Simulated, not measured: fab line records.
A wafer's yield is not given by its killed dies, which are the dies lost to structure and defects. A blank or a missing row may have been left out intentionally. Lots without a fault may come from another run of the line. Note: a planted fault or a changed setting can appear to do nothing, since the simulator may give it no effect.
Which tool did it? ; flow berkeley cmos170 ; 6 lots, 18 wafers sampled, at 2 steps of a route of 331

## WHAT THE GAUGES SHOWED, per wafer
UCB170_WELLDRIVE_THK_MEAS_02.
lot;measured;on;WELLDRIVE_OXIDE_THK (nm)
L691;day 3 16:40;film metro-02;201 200 203
L693;day 4 10:50;film metro-03;197 199 200
L695;day 4 10:56;film metro-03;196 196 198
L697;day 4 21:22;film metro-03;197 198 194
L708;day 7 02:08;film metro-03;196 197 196
L711;day 7 19:49;film metro-03;197 197 199

## TOOL THAT RAN EACH LOT (tool first, then ch and the chambers of the sampled wafers, then the start)
lot;UCB170_ZERO_ETCH_06
L691;rie diel-01 ch 2,3, day 2 00:25
L693;rie diel-04 ch 0,2,3, day 2 12:19
L695;rie diel-02 ch 1,3, day 2 17:26
L697;rie diel-04 ch 0,1,3, day 3 08:45
L708;rie diel-01 ch 1,3, day 5 10:31
L711;rie diel-04 ch 0,1,2, day 6 04:53
- UCB170_ZERO_ETCH_06: etches SiO2 in CHF3/CF4/Ar, time 12 s.

## THE ANSWER, worked out from the rows above alone
Rule: the usual values come from the lots themselves. The widest of any qualifying gaps counts: lots, ordered by their means at a reading, are off when they make up no more than a third of the lots, leave a main group of 4 or more, and stand apart from it by 3 or more times the standard deviation of that group's means. A main group is skipped when, at the precision printed for the reading in the tables above, its means are all equal. A lot without any number at a reading at which 4 lots or more have one is off too. Any other lot the step has rows for is counted as sound.
Across all readings shown, no lot is off: no conclusion can be drawn from this.

## WHAT THE SIMULATOR HAD PUT IN
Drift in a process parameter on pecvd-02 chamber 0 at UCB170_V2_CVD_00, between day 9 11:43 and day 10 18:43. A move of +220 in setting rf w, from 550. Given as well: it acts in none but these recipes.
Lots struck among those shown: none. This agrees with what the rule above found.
